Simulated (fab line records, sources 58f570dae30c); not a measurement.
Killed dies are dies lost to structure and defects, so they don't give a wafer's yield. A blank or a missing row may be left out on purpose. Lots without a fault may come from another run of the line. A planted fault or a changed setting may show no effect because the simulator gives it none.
Which tool did it? | flow berkeley_cmos170 | 7 lots, 21 wafers sampled, at 3 steps of a route of 331

WHAT THE GAUGES READ, wafer by wafer
UCB170_V2_THK_MEAS_01.
lot  | measured     | on            | V2_TEOS_THK (nm)
L943 | day 8 18:55  | film_metro-01 | 1993 2040 2046
L944 | day 9 02:40  | film_metro-02 | 2025 2043 2022
L949 | day 9 21:26  | film_metro-02 | 1964 1997 2039
L951 | day 10 09:36 | film_metro-04 | 2718 2711 2770
L960 | day 12 09:05 | film_metro-01 | 1955 2005 1998
L962 | day 13 01:01 | film_metro-04 | 2055 1994 2043
L964 | day 13 15:40 | film_metro-01 | 2014 2033 2031

WHICH TOOL RAN EACH LOT (tool, then ch and the chambers of the sampled wafers, then the start)
lot  | UCB170_V1_CVD_00                | UCB170_V2_CVD_00
L943 | pecvd-03 ch 1,2, day 8 12:42    | pecvd-04 ch 1,2, day 8 18:45
L944 | pecvd-03 ch 1,2, day 8 20:31    | pecvd-04 ch 1,2, day 9 02:31
L949 | pecvd-03 ch 0,2, day 9 15:55    | pecvd-04 ch 0,1,2, day 9 21:17
L951 | pecvd-01 ch 1,2, day 10 03:20   | pecvd-04 ch 1,2, day 10 09:26
L960 | pecvd-01 ch 0,1,2, day 12 02:02 | pecvd-02 ch 0,2, day 12 08:54
L962 | pecvd-01 ch 0,1, day 12 18:59   | pecvd-03 ch 0,2, day 13 00:52
L964 | pecvd-02 ch 0,1, day 13 07:37   | pecvd-04 ch 0,1,2, day 13 15:30
- UCB170_V1_CVD_00: deposits SiO2 from TEOS/O2, target thk 2000 nm, time 250 s.
- UCB170_V2_CVD_00: deposits SiO2 from TEOS/O2, target thk 2000 nm, time 250 s.

THE ANSWER, worked out from the rows above alone
Rule: what is usual is taken from the lots themselves. Put in order of their means at a reading, lots are off if they are a third of the lots or fewer, leave a main group of 4 or more, and stand apart from it by a gap of 3 or more times the standard deviation of the main group's means; of several such gaps the widest counts. A main group whose means are all the same, to the digits that the tables above print for the reading, isn't used. A lot without any number at a reading at which 4 lots or more have one is off too. The other lots that the step has rows for count as sound.
Off: L951, at UCB170_V2_THK_MEAS_01 (V2_TEOS_THK). The main group: mean 2016 nm, standard deviation 17.
A tool fits if, at a process step before that reading, it ran every lot that is off, and no sound lot after the first of them. The gauges at UCB170_V2_THK_MEAS_01 are tried like those tools. None of those tried fits.

WHAT THE SIMULATOR HAD PUT IN
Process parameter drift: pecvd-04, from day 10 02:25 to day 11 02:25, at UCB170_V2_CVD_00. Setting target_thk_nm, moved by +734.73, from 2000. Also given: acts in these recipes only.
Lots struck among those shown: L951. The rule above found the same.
